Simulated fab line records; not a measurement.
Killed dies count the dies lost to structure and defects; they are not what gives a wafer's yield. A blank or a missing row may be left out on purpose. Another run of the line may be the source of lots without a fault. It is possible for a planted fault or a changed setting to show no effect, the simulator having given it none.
Which tool did it? | flow berkeleyCmos170 | 45 wafers from 15 lots sampled at 5 of the route's 331 steps

WHAT THE GAUGES SHOWED, per wafer
UCB170_PWELL_OVL_MEAS_13. Usual: PWELL_OVL gives -4 nm (standard deviation 5).
lot  | measured    | on         | PWELL_OVL (nm) | flag
L406 | day 3 01:29 | overlay-01 | -5 -9 -4       | 
L409 | day 3 11:25 | overlay-01 | -12 -6 -8      | 
L410 | day 3 22:41 | overlay-02 | 6 6 4          | 
L411 | day 3 22:57 | overlay-02 | -6 -1 -1       | 
L412 | day 4 05:07 | overlay-01 | -5 -3 -1       | 
L413 | day 4 09:14 | overlay-01 | 1 -8 -5        | 
L415 | day 5 00:37 | overlay-01 | -4 -6 -6       | 
L420 | day 5 23:26 | overlay-02 | 1 4 -9         | 
L422 | day 6 11:04 | overlay-02 | 2 12 5         | 
L423 | day 6 15:21 | overlay-01 | 1 7 6          | 
L426 | day 7 06:55 | overlay-02 | -4 -4 -3       | 
L425 | day 7 07:01 | overlay-01 | 2 -13 -9       | 
L427 | day 7 17:11 | overlay-01 | -9 -6 -10      | 
L428 | day 7 21:36 | overlay-01 | -8 -14 1       | 
L429 | day 7 21:52 | overlay-01 | -9 0 -7        | 

UCB170_ACTIVE_CD_MEAS_13: target cd 1200 nm. Usual: 1200.3 nm for cdNm, sd 1.4.
lot  | measured    | on       | cdNm (nm)                                 | flag
L406 | day 4 02:36 | cdSem-01 | 1201.7 1200.1 1200.6                      | 
L409 | day 4 16:28 | cdSem-02 | 1202.0 1202.9 1202.1                      | 
L410 | day 4 22:36 | cdSem-01 | 1200.0 1198.9 1198.7                      | 
L411 | day 4 22:22 | cdSem-02 | 1199.0 1198.9 1198.4                      | 
L412 | day 5 07:37 | cdSem-02 | 1235.2 1235.5 1236.7 1235.1 1235.9 1237.1 | OFF
L413 | day 5 07:52 | cdSem-01 | 1233.6 1234.0 1234.5 1233.2 1234.0 1234.5 | OFF
L415 | day 6 07:36 | cdSem-01 | 1231.5 1233.9 1231.7 1231.6 1233.9 1232.1 | OFF
L420 | day 7 04:43 | cdSem-02 | 1202.6 1201.8 1201.4                      | 
L422 | day 7 15:17 | cdSem-01 | 1201.6 1200.9 1200.4                      | 
L423 | day 7 19:08 | cdSem-02 | 1199.9 1199.1 1198.7                      | 
L426 | day 8 08:08 | cdSem-02 | 1201.2 1200.7 1200.3                      | 
L425 | day 8 07:53 | cdSem-01 | 1200.1 1198.7 1199.6                      | 
L427 | day 9 03:55 | cdSem-01 | 1199.6 1197.7 1198.7                      | 
L428 | day 9 04:02 | cdSem-01 | 1198.5 1198.4 1199.3                      | 
L429 | day 9 04:33 | cdSem-02 | 1200.3 1201.7 1200.3                      | 

UCB170_PVT_OVL_MEAS_06. Usual: PVT_OVL gives 2 nm (standard deviation 5.9).
lot  | measured     | on         | PVT_OVL (nm) | flag
L406 | day 5 08:43  | overlay-01 | 4 5 5        | 
L409 | day 6 09:42  | overlay-02 | 2 2 3        | 
L410 | day 6 09:55  | overlay-01 | -13 -3 -9    | 
L411 | day 6 09:38  | overlay-02 | 8 9 14       | 
L412 | day 7 00:08  | overlay-02 | 5 9 7        | 
L413 | day 6 23:58  | overlay-01 | 14 2 12      | 
L415 | day 7 16:12  | overlay-01 | -6 0 3       | 
L420 | day 8 15:38  | overlay-02 | 3 1 -4       | 
L422 | day 9 07:17  | overlay-01 | 8 10 12      | 
L423 | day 9 07:01  | overlay-02 | -4 5 -3      | 
L426 | day 9 12:01  | overlay-01 | -9 -11 3     | 
L425 | day 9 12:35  | overlay-02 | 6 3 7        | 
L427 | day 10 11:04 | overlay-02 | 1 6 2        | 
L428 | day 10 11:02 | overlay-01 | -7 -12 9     | 
L429 | day 10 11:14 | overlay-02 | 3 4 8        | 

UCB170_GATE_OVL_MEAS_13. Usual: GATE_OVL gives -2 nm (standard deviation 5.9).
lot  | measured     | on         | GATE_OVL (nm) | flag
L406 | day 5 22:38  | overlay-01 | -9 -10 -6     | 
L409 | day 7 00:49  | overlay-02 | -5 -2 -7      | 
L410 | day 7 00:32  | overlay-02 | 4 0 -6        | 
L411 | day 7 00:39  | overlay-01 | 8 1 4         | 
L412 | day 7 13:01  | overlay-02 | -1 -1 -4      | 
L413 | day 7 12:46  | overlay-01 | -6 3 -8       | 
L415 | day 8 04:35  | overlay-01 | -4 3 -4       | 
L420 | day 9 07:17  | overlay-02 | 8 -3 4        | 
L422 | day 9 17:07  | overlay-01 | 0 -2 -7       | 
L423 | day 9 17:14  | overlay-02 | 0 -5 -5       | 
L426 | day 9 21:27  | overlay-01 | 5 1 9         | 
L425 | day 9 21:58  | overlay-01 | 6 1 2         | 
L427 | day 10 22:13 | overlay-01 | -2 -4 -3      | 
L428 | day 10 22:29 | overlay-01 | 0 1 0         | 
L429 | day 10 22:14 | overlay-02 | 1 -3 -6       | 

WHICH TOOL RAN EACH LOT (tool, then ch and the chambers of the sampled wafers, then the start)
lot  | UCB170_ACTIVE_PEB_11
L406 | lithoTrack-03 ch 0, day 4 02:20
L409 | lithoTrack-01 ch 0, day 4 16:12
L410 | lithoTrack-04 ch 0, day 4 22:19
L411 | lithoTrack-03 ch 0, day 4 22:06
L412 | lithoTrack-03 ch 0, day 5 07:21
L413 | lithoTrack-03 ch 0, day 5 07:36
L415 | lithoTrack-03 ch 0, day 6 07:20
L420 | lithoTrack-04 ch 0, day 7 04:26
L422 | lithoTrack-01 ch 0, day 7 15:01
L423 | lithoTrack-01 ch 0, day 7 18:52
L426 | lithoTrack-01 ch 0, day 8 07:51
L425 | lithoTrack-04 ch 0, day 8 07:37
L427 | lithoTrack-01 ch 0, day 9 03:38
L428 | lithoTrack-03 ch 0, day 9 03:45
L429 | lithoTrack-01 ch 0, day 9 04:11
- UCB170_ACTIVE_PEB_11

AS READ BY THE TOOLS THEMSELVES (means over the sampled wafers that have a number; for cases with no such wafer, the mark the record gives instead)
UCB170_ACTIVE_PEB_11. Usual: heaterPowerTotalW 56.82 W, standard deviation 0.044; plateSensorTCentreC 131.41 C, standard deviation 0.0092; plateSensorTEdgeC 131.53 C, standard deviation 0.0095.
lot  | tool          | heaterPowerTotalW (W) | plateSensorTCentreC (C) | plateSensorTEdgeC (C) | flag
L406 | lithoTrack-03 | 56.81                 | 131.41                  | 131.54                | 
L409 | lithoTrack-01 | 56.84                 | 131.40                  | 131.52                | 
L410 | lithoTrack-04 | 56.80                 | 131.41                  | 131.53                | 
L411 | lithoTrack-03 | 56.79                 | 131.41                  | 131.53                | 
L412 | lithoTrack-03 | 54.26                 | 126.91                  | 127.03                | OFF
L413 | lithoTrack-03 | 54.27                 | 126.90                  | 127.03                | OFF
L415 | lithoTrack-03 | 54.30                 | 126.92                  | 127.03                | OFF
L420 | lithoTrack-04 | 56.79                 | 131.41                  | 131.53                | 
L422 | lithoTrack-01 | 56.83                 | 131.41                  | 131.52                | 
L423 | lithoTrack-01 | 56.84                 | 131.41                  | 131.53                | 
L426 | lithoTrack-01 | 56.84                 | 131.41                  | 131.53                | 
L425 | lithoTrack-04 | 56.82                 | 131.40                  | 131.52                | 
L427 | lithoTrack-01 | 56.81                 | 131.41                  | 131.54                | 
L428 | lithoTrack-03 | 56.84                 | 131.41                  | 131.53                | 
L429 | lithoTrack-01 | 56.84                 | 131.41                  | 131.52                | 

THE ANSWER, worked out from the rows above alone
Rule: a lot counts as off when the mean over its wafers that have a number is more than 3 standard deviations away from the usual mean. Also off: a lot with no number at a reading for which 4 or more lots have one. The other lots that the step has rows for count as sound. The gauges are gone through in route order, then the tools' own readings, and for those a lot's mean is taken as printed above. The first step at which some lot is off is used, and at that step the reading that is off furthest; a lot without a number counts as furthest.
Off: L412, L413, L415 (UCB170_ACTIVE_CD_MEAS_13, cdNm).
If a tool, at a process step before that reading, ran all the lots that are off and no sound lot after the first of them, it fits. The gauges at UCB170_ACTIVE_CD_MEAS_13 aren't tried: what is off there is off at UCB170_ACTIVE_PEB_11 too, on other tools, and a gauge's error can't cause that. Not one of the candidates tried fits.

WHAT WAS PUT IN BY THE SIMULATOR
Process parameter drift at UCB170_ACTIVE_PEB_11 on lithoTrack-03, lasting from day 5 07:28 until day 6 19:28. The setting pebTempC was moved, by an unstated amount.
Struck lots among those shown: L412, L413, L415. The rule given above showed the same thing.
